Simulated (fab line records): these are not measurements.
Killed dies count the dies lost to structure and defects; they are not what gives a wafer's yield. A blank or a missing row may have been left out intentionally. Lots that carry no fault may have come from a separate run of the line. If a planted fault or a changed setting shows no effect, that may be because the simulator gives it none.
Which tool is to blame?    flow berkeley_cmos170    6 lots, 18 wafers sampled, at 2 steps of a route of 331

## WHAT EACH GAUGE READ, for each wafer
UCB170_GATE_THK_MEAS_05.
lot   measured     on             GATE_POLY_THK (nm)
L406  day 6 07:15  film_metro-01  216.1 216.6 215.5
L408  day 7 02:05  film_metro-04  216.1 214.9 213.8
L411  day 7 22:07  film_metro-01  214.6 214.5 213.5
L419  day 9 11:46  film_metro-04  213.6 213.3 212.4
L418  day 9 11:46  film_metro-01  213.6 214.8 214.3
L422  day 9 23:41  film_metro-03  213.7 213.4 214.2

## EACH LOT AND THE TOOL THAT RAN IT (in order: tool; ch and the chambers of the sampled wafers; start)
lot   UCB170_GATE_CVD_04
L406  lpcvd-01 ch 1, day 6 05:50
L408  lpcvd-01 ch 0, day 7 00:41
L411  lpcvd-02 ch 0, day 7 20:42
L419  lpcvd-01 ch 1, day 9 10:22
L418  lpcvd-01 ch 0, day 9 10:22
L422  lpcvd-01 ch 1, day 9 22:17
- UCB170_GATE_CVD_04: deposits poly-Si from SiH4, time 1440 s, target thk 214 nm.

## THE ANSWER, worked out from the rows above alone
Rule: what is usual is taken from the lots themselves. The widest of any qualifying gaps counts: lots, ordered by their means at a reading, are off when they make up no more than a third of the lots, leave a main group of 4 or more, and stand apart from it by 3 or more times the standard deviation of that group's means. The tables above print the reading to a certain number of digits; a main group whose means all agree to those digits is not used. Also off: a lot with no number at a reading for which 4 or more lots have one. Any other lot the step has rows for is counted as sound.
No lot is off on any of the readings shown, so nothing can be concluded from this.

## WHAT THE SIMULATOR PUT IN
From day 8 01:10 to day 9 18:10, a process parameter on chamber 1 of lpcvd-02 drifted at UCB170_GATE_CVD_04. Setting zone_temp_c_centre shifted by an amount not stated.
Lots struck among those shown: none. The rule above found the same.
